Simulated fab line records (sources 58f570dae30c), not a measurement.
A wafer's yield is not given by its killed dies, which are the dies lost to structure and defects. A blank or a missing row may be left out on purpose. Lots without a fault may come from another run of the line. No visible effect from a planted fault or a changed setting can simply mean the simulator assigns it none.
Chamber matching	flow berkeley cmos170	4 sister chambers for UCB170_V1_CMP_02 on cmp-02
The step polishes SiO2. 4 wafers are shown with their chamber, then 8 later ones without.

== WAFERS PAIRED WITH THEIR CHAMBERS ==
wafer	chamber	motor current A (A)
L453.4	1	13.9
L456.1	3	14.4
L456.5	2	16.3
L460.3	0	17.0

== WAFERS MISSING THEIR CHAMBER ==
wafer	motor current A (A)
L460.4	16.6
L460.5	16.0
L458.2	14.6
L458.3	14.8
L458.6	15.6
L464.1	15.3
L464.2	17.0
L464.3	14.6

== CHAMBER TAKEN BY EACH ==
wafer	from the rows above	in truth
L460.4	can't be placed: 2 or 0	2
L460.5	can't be placed: 2 or 0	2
L458.2	can't be placed: 3 or 1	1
L458.3	can't be placed: 3 or 1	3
L458.6	can't be placed: 2 or 3 or 0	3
L464.1	can't be placed: 3 or 2 or 1 or 0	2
L464.2	can't be placed: 0 or 2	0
L464.3	can't be placed: 3 or 1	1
Correctly placed: 0 of 8. Not placeable from these rows: 8 (in 8, the candidates include the true chamber). Number placed wrongly: 0.
How it was worked out, from the rows above alone: a wafer's distance from a chamber is the root of the sum, over the readings, of the square of ((its reading less the chamber's mean) divided by the reading's scatter). The wafer belongs to the nearest chamber; if the next one is less than 2 further off, it can't be placed. Each chamber's mean is taken over the wafers shown for it. The scatter: with one shown wafer a chamber, the root of the mean of the squares of how far each hidden wafer lies from its nearest shown one.
